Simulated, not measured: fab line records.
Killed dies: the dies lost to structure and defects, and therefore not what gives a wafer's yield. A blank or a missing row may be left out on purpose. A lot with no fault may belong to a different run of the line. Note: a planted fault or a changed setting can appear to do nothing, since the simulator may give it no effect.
Split-lot trial ; flow berkeley-cmos170 ; on a route of 331 steps: 5 lots, 27 wafers read

THE SPLIT
At UCB170_GATE_DEVELOP_11 (develop time 45 s), the setting develop-time-s was moved away from the recipe's 45 s on 9 of the 27 wafers read, by -35.3% to +37.8%. The other wafers ran this setting at the recipe's value.

FROM THE SPLIT TO THE READING: what the file shows between them, 2 steps
- UCB170_GATE_ETCH_15: etches poly-Si in HBr/Cl2, stops on SiO2, time 56.3 s, target depth 278.2 nm
- UCB170_GATE_STRIP_16: strips in O2

THE READING
Shown in nm: cd-nm at UCB170_GATE_CD_MEAS_90, with target cd 350 nm. Fault-free wafers of this fab line usually give 350.0 nm, standard deviation 1.5 nm.

wafer;tool, chamber at the split;develop-time-s as run, s;against the recipe;cd-nm, nm;against lot-mates on the recipe
L076.1;litho-track-04, 0;45;recipe;349.5;-
L076.2;litho-track-04, 0;61;+35.6%;347.3;-2.2
L076.3;litho-track-04, 0;45;recipe;348.9;-
L076.4;litho-track-04, 0;45;recipe;350.1;-
L076.5;litho-track-04, 0;61;+35.6%;346.1;-3.4
L076.6;litho-track-04, 0;61;+35.6%;347.1;-2.4
L079.1;litho-track-03, 0;29.12;-35.3%;355.4;+3.0
L079.2;litho-track-03, 0;45;recipe;352.2;-
L079.3;litho-track-03, 0;45;recipe;352.5;-
L079.4;litho-track-03, 0;29.12;-35.3%;354.5;+2.1
L079.5;litho-track-03, 0;29.12;-35.3%;356.5;+4.1
L079.6;litho-track-03, 0;45;recipe;352.4;-
L077.3;litho-track-04, 0;45;recipe;350.8;-
L077.4;litho-track-04, 0;45;recipe;350.2;-
L077.5;litho-track-04, 0;45;recipe;350.2;-
L080.1;litho-track-04, 0;61.99;+37.8%;348.4;-3.1
L080.2;litho-track-04, 0;61.99;+37.8%;349.7;-1.8
L080.3;litho-track-04, 0;45;recipe;352.5;-
L080.4;litho-track-04, 0;45;recipe;351.2;-
L080.5;litho-track-04, 0;61.99;+37.8%;348.7;-2.8
L080.6;litho-track-04, 0;45;recipe;350.9;-
L083.1;litho-track-03, 0;45;recipe;351.9;-
L083.2;litho-track-03, 0;45;recipe;349.5;-
L083.3;litho-track-03, 0;45;recipe;350.5;-
L083.4;litho-track-03, 0;45;recipe;351.2;-
L083.5;litho-track-03, 0;45;recipe;352.1;-
L083.6;litho-track-03, 0;45;recipe;349.5;-

FIT RESULTS
A straight line over all 27 wafers: cd-nm changes by -0.099 nm for each +1% of develop-time-s; r = -0.86; the points scatter about the line by 1.3 nm.
The same after taking each lot's own level away (the mean of its wafers on the recipe; 27 wafers): -0.0777 nm for each +1%; r = -0.92; scatter 0.73 nm.
The reading moves by 2.9 nm for the largest change in develop-time-s, on that fit.
Measured against the standard deviation above, the lots' own levels, which go from 349.50 to 352.37 nm, span 1.9 times it.
So the lot-to-lot level changes the slope: the two fits differ.
Check: with one of the wafers moved furthest among these (+37.8%) left out of the fit, the line predicts -2.8 nm for it against its lot-mates. Against them it came out at -3.13 nm.

FILE'S OWN FIT
cd-nm changes by -0.0759 nm for each +1% of develop-time-s, r = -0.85.
